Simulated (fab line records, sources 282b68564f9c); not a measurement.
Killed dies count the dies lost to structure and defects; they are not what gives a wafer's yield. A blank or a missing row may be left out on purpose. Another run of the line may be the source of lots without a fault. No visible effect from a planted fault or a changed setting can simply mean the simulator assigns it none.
A sampling plan put to the test | flow rit-cmos | one line in one fab, 16 faults in these records, each fault weighed on the records of the lots it struck
The plan consists of the line's own looks: route steps at which the wafer is read by a gauge or an inspection but not changed. A look can be judged if struck wafers have a number there and the file gives its usual mean and standard deviation on fault-free wafers. Caught: a look later than the fault's first step finds the struck wafers' mean 4 or more of those standard deviations (sigma) from the usual mean. On the tool: the test repeated on the tool's own readings taken at the fault's steps. Another recipe on the struck wafers, or a record that is blank for them alone, also counts as caught.

THE FAULTS, as the simulator had put them in
1. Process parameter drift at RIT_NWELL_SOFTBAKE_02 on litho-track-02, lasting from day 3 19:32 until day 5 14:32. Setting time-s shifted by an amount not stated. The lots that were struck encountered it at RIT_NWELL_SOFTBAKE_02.
2. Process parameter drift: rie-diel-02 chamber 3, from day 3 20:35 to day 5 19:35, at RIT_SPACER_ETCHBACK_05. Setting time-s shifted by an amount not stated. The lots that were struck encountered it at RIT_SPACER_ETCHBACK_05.
3. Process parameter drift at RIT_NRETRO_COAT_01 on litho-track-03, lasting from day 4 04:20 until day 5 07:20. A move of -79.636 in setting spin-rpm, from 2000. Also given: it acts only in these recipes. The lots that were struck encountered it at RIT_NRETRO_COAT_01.
4. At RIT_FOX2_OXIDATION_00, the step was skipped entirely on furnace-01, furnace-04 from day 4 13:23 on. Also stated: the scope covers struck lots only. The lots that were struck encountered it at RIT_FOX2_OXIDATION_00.
5. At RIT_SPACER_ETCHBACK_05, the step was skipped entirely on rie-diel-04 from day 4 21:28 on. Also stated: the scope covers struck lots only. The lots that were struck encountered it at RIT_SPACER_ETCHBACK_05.
6. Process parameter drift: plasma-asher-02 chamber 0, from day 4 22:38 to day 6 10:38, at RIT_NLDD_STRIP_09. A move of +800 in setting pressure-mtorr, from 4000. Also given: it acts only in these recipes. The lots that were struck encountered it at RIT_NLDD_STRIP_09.
7. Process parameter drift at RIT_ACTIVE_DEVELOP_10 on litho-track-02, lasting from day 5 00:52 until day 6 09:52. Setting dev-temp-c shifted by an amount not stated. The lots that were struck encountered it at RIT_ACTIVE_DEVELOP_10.
8. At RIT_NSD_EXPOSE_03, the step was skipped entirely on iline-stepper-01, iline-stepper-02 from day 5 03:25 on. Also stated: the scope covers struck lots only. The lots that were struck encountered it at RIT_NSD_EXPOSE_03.
9. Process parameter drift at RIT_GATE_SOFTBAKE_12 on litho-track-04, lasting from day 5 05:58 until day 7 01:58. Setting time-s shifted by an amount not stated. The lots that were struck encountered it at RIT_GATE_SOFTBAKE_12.
10. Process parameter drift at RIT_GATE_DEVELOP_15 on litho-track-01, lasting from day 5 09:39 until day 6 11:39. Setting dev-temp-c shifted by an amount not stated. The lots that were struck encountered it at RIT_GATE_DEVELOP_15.
11. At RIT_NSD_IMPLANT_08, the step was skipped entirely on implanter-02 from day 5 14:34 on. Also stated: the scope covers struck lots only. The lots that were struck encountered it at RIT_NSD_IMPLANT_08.
12. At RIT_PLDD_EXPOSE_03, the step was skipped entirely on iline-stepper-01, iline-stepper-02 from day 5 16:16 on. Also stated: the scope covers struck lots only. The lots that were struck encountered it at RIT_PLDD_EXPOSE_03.
13. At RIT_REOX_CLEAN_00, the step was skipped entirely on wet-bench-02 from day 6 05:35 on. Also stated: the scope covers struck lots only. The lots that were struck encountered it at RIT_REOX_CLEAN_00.
14. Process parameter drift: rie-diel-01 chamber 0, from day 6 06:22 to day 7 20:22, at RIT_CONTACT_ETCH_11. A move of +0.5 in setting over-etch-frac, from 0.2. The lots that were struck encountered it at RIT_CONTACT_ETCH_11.
15. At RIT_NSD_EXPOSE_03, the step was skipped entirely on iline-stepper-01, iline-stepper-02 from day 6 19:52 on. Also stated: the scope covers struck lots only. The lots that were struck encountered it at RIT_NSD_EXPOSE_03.
16. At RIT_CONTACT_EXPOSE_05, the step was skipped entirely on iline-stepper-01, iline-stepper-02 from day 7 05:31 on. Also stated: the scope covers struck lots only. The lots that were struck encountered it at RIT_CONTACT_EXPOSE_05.

WHAT THE PLAN SAW
fault | on the tool itself                               | first look that catches it                      | reading, sigma                                  | median hours from its first step to that look | hours from the fault's start to the first struck lot there | judged looks passed uncaught
1     | run-length-s -41 sigma                           | none of the 2 looks that can be judged after it | -                                               | -                                             | -                                                          | 2
2     | run-length-s -33 sigma                           | none of the 2 looks that can be judged after it | -                                               | -                                             | -                                                          | 2
3     | spin-speed-rpm -56 sigma                         | no look after it can be judged                  | -                                               | -                                             | -                                                          | 0
4     | the tool's record is blank for the struck wafers | no look after it can be judged                  | -                                               | -                                             | -                                                          | 0
5     | the tool's record is blank for the struck wafers | no look after it can be judged                  | -                                               | -                                             | -                                                          | 0
6     | chamber-pressure-mTorr +99 or beyond sigma       | no look after it can be judged                  | -                                               | -                                             | -                                                          | 0
7     | developer-temp-C +23 sigma                       | not the one look that can be judged after it    | strongest: cd-nm at RIT_ACTIVE_CD_MEAS_11, +3.8 | -                                             | -                                                          | 1
8     | no reading that can be judged                    | not the one look that can be judged after it    | -                                               | -                                             | -                                                          | 1
9     | run-length-s -72 sigma                           | no look after it can be judged                  | -                                               | -                                             | -                                                          | 0
10    | developer-temp-C -20 sigma                       | RIT_GATE_CD_MEAS_16                             | cd-nm -5.9                                      | 0.9                                           | 3                                                          | 0
11    | the tool's record is blank for the struck wafers | RIT_NSD_TW_MEAS_10                              | NSD_TW -99 or beyond                            | 0.3                                           | 4                                                          | 0
12    | no reading that can be judged                    | no look after it can be judged                  | -                                               | -                                             | -                                                          | 0
13    | the tool's record is blank for the struck wafers | no look after it can be judged                  | -                                               | -                                             | -                                                          | 0
14    | under 2 sigma                                    | not the one look that can be judged after it    | -                                               | -                                             | -                                                          | 1
15    | no reading that can be judged                    | no look after it can be judged                  | -                                               | -                                             | -                                                          | 0
16    | no reading that can be judged                    | no look after it can be judged                  | -                                               | -                                             | -                                                          | 0
A dash: this means the fault isn't caught or the number doesn't appear in these records.

Caught at a look: 2 of 16. Caught on the tool: 11 of 16. By one or the other: 11 of 16.
Faults 1, 2, 3, 4, 5, 6, 7, 9, 13 were caught on the tool alone.
Caught by neither: faults 8, 12, 14, 15, 16.

THINNER SAMPLING
If the look that catches a fault measured only every second or every third lot, by lot number, the first struck lot would be measured this late in the worst case:
fault | struck lots at that look, in order of time | every lot | every second lot | every third lot
10    | L292, L293                                 | 3 h       | 6 h              | may miss all 2
11    | L387, L388                                 | 4 h       | 9 h              | may miss all 2
Hours are from the fault's start to the first struck lot that is measured. The test against the limit of 4 sigma pooled every struck wafer, which means one lot taken alone may stay below that limit. Other struck lots may not be in these records.

THE LONGEST TIMED WAY FROM STEP TO LOOK
For fault 10, RIT_GATE_DEVELOP_15 and RIT_GATE_CD_MEAS_16 are separated by a median of 0.9 hours. No look between them can be judged.
